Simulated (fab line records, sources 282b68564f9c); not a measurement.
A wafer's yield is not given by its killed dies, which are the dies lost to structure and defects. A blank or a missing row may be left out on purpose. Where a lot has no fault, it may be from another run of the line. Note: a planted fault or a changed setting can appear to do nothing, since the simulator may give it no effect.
The tool behind it: which one?    flow rit cmos    Sampling: 13 lots, 39 wafers, 2 of 202 route steps

## WHAT THE GAUGES READ, wafer by wafer
The record lacks any reading of a measuring or inspecting step that a usual standard deviation could be used to judge.

## WHAT TOOL EACH LOT RAN ON (gives the tool, then ch and the chambers of the sampled wafers, and finally the start)
lot   RIT_SILICIDE_SPUTTER_01      RIT_M1_PROBE_99
L161  pvd sputter-04, day 3 12:27  prober-01, day 3 19:51
L164  pvd sputter-03, day 3 23:49  prober-02, day 4 06:58
L165  pvd sputter-04, day 4 05:12  prober-01, day 4 12:07
L166  pvd sputter-03, day 4 09:45  prober-02, day 4 17:29
L167  pvd sputter-04, day 4 13:29  prober-01, day 4 20:29
L168  pvd sputter-03, day 4 18:57  prober-02, day 5 01:59
L170  pvd sputter-03, day 5 04:27  prober-02, day 5 11:22
L171  pvd sputter-04, day 5 08:19  prober-01, day 5 15:12
L172  pvd sputter-03, day 5 14:21  prober-02, day 5 21:24
L173  pvd sputter-04, day 5 19:07  prober-02, day 6 02:19
L174  pvd sputter-03, day 5 23:27  prober-01, day 6 06:31
L175  pvd sputter-04, day 6 03:20  prober-02, day 6 10:10
L181  pvd sputter-03, day 7 08:46  prober-02, day 7 15:47
- RIT_SILICIDE_SPUTTER_01: material Ti, target thk 30 nm, time 240 s.
- RIT_M1_PROBE_99

## WHAT THE TOOLS THEMSELVES READ (means of the sampled wafers that have a number; where no wafer has one, the mark that the record gives instead)
RIT_SILICIDE_SPUTTER_01.
lot   tool            cathode dc power W (W)  throttle valve pct (%)
L161  pvd sputter-04  350.04                  29.1
L164  pvd sputter-03  350.04                  29.7
L165  pvd sputter-04  350.01                  28.9
L166  pvd sputter-03  350.02                  29.9
L167  pvd sputter-04  349.92                  29.0
L168  pvd sputter-03  350.06                  29.1
L170  pvd sputter-03  350.01                  29.6
L171  pvd sputter-04  350.08                  29.1
L172  pvd sputter-03  349.98                  30.2
L173  pvd sputter-04  350.05                  29.6
L174  pvd sputter-03  350.03                  29.7
L175  pvd sputter-04  350.04                  29.2
L181  pvd sputter-03  347.72                  29.7

RIT_M1_PROBE_99.
lot   tool       killed at contacts  killed at front end  killed dies  killed open  killed short
L161  prober-01  0.0                 5.3                  5.3          2.0          3
L164  prober-02  0.0                 6.3                  6.3          3.3          3
L165  prober-01  0.0                 4.3                  4.3          2.7          2
L166  prober-02  0.0                 3.0                  3.0          1.3          2
L167  prober-01  0.0                 5.0                  5.0          2.3          3
L168  prober-02  0.0                 9.3                  9.3          5.7          4
L170  prober-02  0.0                 6.7                  6.7          2.7          3
L171  prober-01  0.0                 8.7                  8.7          3.7          4
L172  prober-02  0.0                 6.0                  6.0          3.7          2
L173  prober-02  0.0                 6.7                  6.7          5.0          2
L174  prober-01  0.7                 6.7                  7.3          3.3          4
L175  prober-02  0.0                 6.3                  6.3          3.3          3
L181  prober-02  0.0                 4.3                  4.3          3.0          1

## THE ANSWER, worked out from the rows above alone
Rule: the usual values come from the lots themselves. The widest of any qualifying gaps counts: lots, ordered by their means at a reading, are off when they make up no more than a third of the lots, leave a main group of 4 or more, and stand apart from it by 3 or more times the standard deviation of that group's means. Not used: any main group whose means are identical at the precision the tables above print for the reading. A lot without any number at a reading at which 4 lots or more have one is off too. The other lots that the step has rows for count as sound. Order of review: gauges by route order, followed by the tools' own readings, for which a lot's mean as printed above is used. At the first step where some lot is off, the reading lying furthest off is the one used; lots without a number count as furthest.
Off, at RIT_SILICIDE_SPUTTER_01 on cathode dc power W: L181. The main group: mean 350.02 W, standard deviation 0.04.
If a tool, at that step or one of the process steps before it, ran each lot that is off and ran no sound lot following the first of them, it fits. One fits: RIT_SILICIDE_SPUTTER_01 on pvd sputter-03. A fault onset in the window from L174 (day 5 23:27, its last sound lot) to L181 (day 7 08:46, its first lot off) fits.
On the lots that are off, the tool's own readings at RIT_SILICIDE_SPUTTER_01 differ by more than 5 times the standard deviation of the sound lots' means, which bears it out; cathode dc power W reads 347.72 W there versus 350.02 W on the sound lots.

## WHAT THE SIMULATOR HAD PUT IN
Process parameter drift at RIT_SILICIDE_SPUTTER_01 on pvd sputter-03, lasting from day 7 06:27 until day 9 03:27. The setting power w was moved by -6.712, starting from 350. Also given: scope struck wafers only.
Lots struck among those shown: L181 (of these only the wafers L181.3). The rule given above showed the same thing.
